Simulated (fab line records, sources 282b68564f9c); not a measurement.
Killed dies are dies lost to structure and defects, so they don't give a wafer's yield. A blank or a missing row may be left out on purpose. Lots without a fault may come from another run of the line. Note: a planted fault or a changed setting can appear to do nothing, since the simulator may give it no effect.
Struck lot and sound lot, side by side + flow rit cmos + 18 steps out of a route of 202
Sound: wafers L875.1, L875.2, L875.5. Wafers L885.1, L885.3, L885.6 were the ones struck. The cause comes at the end.
At each step with rows: each side's tool, then ch and its chambers, then its first start. Under that, the readings that differ: sound wafers + struck wafers + difference of the means + sigmas: that difference in standard deviations of wafers without a fault.
alike: same words and numbers on both sides, and readings whose means sit less than 2 such deviations apart. not compared: any withheld reading, any reading some wafer has no value for, any bound like >300 that may hide the same value, and any number with overlapping values for which the record gives no deviation.
Wherever a step has rows on one side only, a row that says differs or no value, or a row with sigmas, the two part there. Non-overlapping numbers with no deviation appear without sigmas and do not part them. A reading that every wafer of one side lacks parts them only if that side has two wafers or more.

first, 5 steps without rows for these wafers: RIT_NLDD_COAT_01 (resist thk 1000 nm); RIT_NLDD_SOFTBAKE_02 (time 60 s); RIT_NLDD_EXPOSE_03 (exposes mask M7, target cd 40700 nm); RIT_NLDD_PEB_04; RIT_NLDD_DEVELOP_05 (develop time 50 s).
RIT_NLDD_OVL_MEAS_06:
  struck on overlay-01, day 7 11:06; sound on overlay-02, day 4 21:17
  alike: NLDD_OVL
then, 2 steps without rows for these wafers: RIT_NLDD_HARDBAKE_07 (time 60 s); RIT_NLDD_IMPLANT_08.
RIT_NLDD_STRIP_09: strips in O2, time 180 s.
  sound on plasma asher-03 ch 0,1, day 4 21:37; struck on plasma asher-02 ch 0,1, day 7 11:26
  alike: drypump motor current A
  not compared: rf hours counter h
RIT_NLDD_TW_MEAS_10:
  struck on film metro-04, day 7 11:37; sound on film metro-04, day 4 21:47
  alike: NLDD_TW
then, 2 steps without rows for these wafers: RIT_PLDD_HMDS_00 (prime time 60 s); RIT_PLDD_COAT_01 (resist thk 1000 nm).
RIT_PLDD_SOFTBAKE_02: time 60 s.
  sound on litho track-01 ch 0, day 4 22:09; struck on litho track-01 ch 0, day 7 12:01
| reading                  | sound             | struck            | difference | sigmas |
|--------------------------|-------------------|-------------------|------------|--------|
| heater power total W (W) | 34.60 34.58 34.53 | 32.48 32.48 32.40 | -2.12      | -45    |
| plate temp C (C)         | 90.02 90.08 90.13 | 86.09 85.94 85.97 | -4.08      | -34    |
then, 2 steps without rows for these wafers: RIT_PLDD_EXPOSE_03 (exposes mask M8, target cd 40900 nm); RIT_PLDD_PEB_04.
RIT_PLDD_DEVELOP_05: develop time 50 s.
  sound on litho track-04 ch 0; struck on litho track-02 ch 0
| reading                                   | sound          | struck         | difference | sigmas |
|-------------------------------------------|----------------|----------------|------------|--------|
| model.NOVOLAK_of_PLDD_COAT_01.thk nm (nm) | 1002 1001 1002 | 1007 1012 1011 | +8         |        |
RIT_PLDD_OVL_MEAS_06:
  struck on overlay-01, day 7 12:34; sound on overlay-02, day 4 22:42
  alike: PLDD_OVL
RIT_M1_PROBE_99:
  sound wafers here have rows in the record (prober-02, day 5 12:39); struck ones have none

## WHERE THEY PART
First at RIT_PLDD_SOFTBAKE_02; last, within this record, at RIT_M1_PROBE_99.

WHY: what had been put in by the simulator
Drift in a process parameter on litho track-01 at RIT_PLDD_SOFTBAKE_02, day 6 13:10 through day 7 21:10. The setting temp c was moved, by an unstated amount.
